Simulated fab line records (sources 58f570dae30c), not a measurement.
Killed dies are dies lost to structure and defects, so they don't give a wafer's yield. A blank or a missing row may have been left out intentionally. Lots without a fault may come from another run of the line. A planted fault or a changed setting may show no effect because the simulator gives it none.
Which tool did it? ; flow berkeley_cmos170 ; 39 wafers from 13 lots sampled at 3 of the route's 331 steps

== WHAT THE GAUGES READ, wafer by wafer ==
UCB170_NWELL_THK_MEAS_02. Usual: for NWELL_OXIDE_THK the level is 26.3 nm and the standard deviation is 0.59.
lot;measured;on;NWELL_OXIDE_THK (nm);flag
L824;day 2 07:34;film_metro-01;26.3 26.6 26.7;
L825;day 2 14:47;film_metro-01;26.3 26.3 26.3;
L826;day 2 14:47;film_metro-03;26.2 25.3 25.4;
L827;day 2 23:39;film_metro-03;25.3 25.5 25.6;
L831;day 3 15:21;film_metro-01;26.4 26.7 26.5;
L832;day 3 22:26;film_metro-02;26.6 26.0 26.0;
L833;day 4 04:11;film_metro-03;25.8 26.3 26.2;
L834;day 4 04:12;film_metro-01;26.8 27.0 27.3;
L836;day 4 12:29;film_metro-03;26.4 26.2 26.0;
L835;day 4 12:30;film_metro-02;26.0 26.0 25.8;
L838;day 5 00:25;film_metro-01;27.0 26.8 27.0;
L837;day 5 00:25;film_metro-03;27.2 26.7 27.0;
L845;day 6 12:59;film_metro-02;27.4 27.0 27.4;

UCB170_PWELL_THK_MEAS_06. Usual: for PWELL_NITRIDE_THK the level is 220.0 nm and the standard deviation is 2.1.
lot;measured;on;PWELL_NITRIDE_THK (nm);flag
L824;day 3 16:26;film_metro-02;220.9 220.4 222.6;
L825;day 3 16:26;film_metro-04;217.8 218.7 219.5;
L826;day 3 16:30;film_metro-02;219.5 220.8 218.4;
L827;day 4 03:16;film_metro-03;217.6 216.1 217.5;
L831;day 4 20:48;film_metro-03;219.3 218.8 219.1;
L832;day 4 20:47;film_metro-04;217.5 221.3 219.9;
L833;day 5 07:45;film_metro-03;221.8 221.1 221.2;
L834;day 5 07:44;film_metro-02;220.8 217.9 217.8;
L836;day 5 18:16;film_metro-03;221.5 221.3 220.6;
L835;day 5 18:16;film_metro-04;218.3 218.4 218.8;
L838;day 6 05:10;film_metro-02;218.3 219.6 217.8;
L837;day 6 05:11;film_metro-04;218.9 218.4 218.1;
L845;day 7 14:51;film_metro-04;221.6 221.5 220.4;

== WHAT TOOL EACH LOT RAN ON (gives the tool, then ch and the chambers of the sampled wafers, and finally the start) ==
lot;UCB170_NWELL_STRIP_15
L824;plasma_asher-03 ch 0,1, day 2 17:37
L825;plasma_asher-01 ch 0,1, day 3 02:10
L826;plasma_asher-01 ch 0,1, day 3 02:26
L827;plasma_asher-01 ch 0,1, day 3 09:46
L831;plasma_asher-03 ch 0,1, day 4 02:48
L832;plasma_asher-04 ch 0,1, day 4 06:24
L833;plasma_asher-01 ch 0,1, day 4 15:12
L834;plasma_asher-03 ch 1, day 4 15:18
L836;plasma_asher-01 ch 0,1, day 4 21:50
L835;plasma_asher-03 ch 0,1, day 4 22:01
L838;plasma_asher-03 ch 0,1, day 5 07:35
L837;plasma_asher-04 ch 0,1, day 5 07:21
L845;plasma_asher-04 ch 0,1, day 6 23:17
- UCB170_NWELL_STRIP_15: strips in O2.

== AS READ BY THE TOOLS THEMSELVES (means over the sampled wafers that have a number; for cases with no such wafer, the mark the record gives instead) ==
UCB170_NWELL_STRIP_15. Usual: drypump_motor_current_A 6.0 A, standard deviation 0.52; oes_product_au 0.721 a.u., standard deviation 0.0045; strip_time_to_endpoint_s 18.01 s, standard deviation 0.088.
lot;tool;drypump_motor_current_A (A);oes_product_au (a.u.);strip_time_to_endpoint_s (s);flag
L824;plasma_asher-03;5.4;0.716;18.02;
L825;plasma_asher-01;6.5;0.721;18.05;
L826;plasma_asher-01;6.5;0.723;18.01;
L827;plasma_asher-01;6.4;0.718;18.05;
L831;plasma_asher-03;5.3;0.726;17.96;
L832;plasma_asher-04;5.9;0.720;17.97;
L833;plasma_asher-01;6.6;0.722;17.99;
L834;plasma_asher-03;5.6;0.722;18.01;
L836;plasma_asher-01;6.5;0.722;17.95;
L835;plasma_asher-03;5.4;0.722;17.95;
L838;plasma_asher-03;5.3;0.721;18.07;
L837;plasma_asher-04;5.9;0.721;17.84;
L845;plasma_asher-04;5.9;0.727;18.04;

== THE ANSWER, worked out from the rows above alone ==
Rule: take the mean of a lot's wafers that have a number; if it is more than 3 standard deviations from the usual mean, the lot is off. A lot without any number at a reading at which 4 lots or more have one is off too. Any other lot the step has rows for is counted as sound. The gauges are gone through in route order, then the tools' own readings, and for those a lot's mean is taken as printed above. The first step at which some lot is off is used, and at that step the reading that is off furthest; a lot without a number counts as furthest.
Across all readings shown, no lot is off: no conclusion can be drawn from this.

== WHAT THE SIMULATOR HAD PUT IN ==
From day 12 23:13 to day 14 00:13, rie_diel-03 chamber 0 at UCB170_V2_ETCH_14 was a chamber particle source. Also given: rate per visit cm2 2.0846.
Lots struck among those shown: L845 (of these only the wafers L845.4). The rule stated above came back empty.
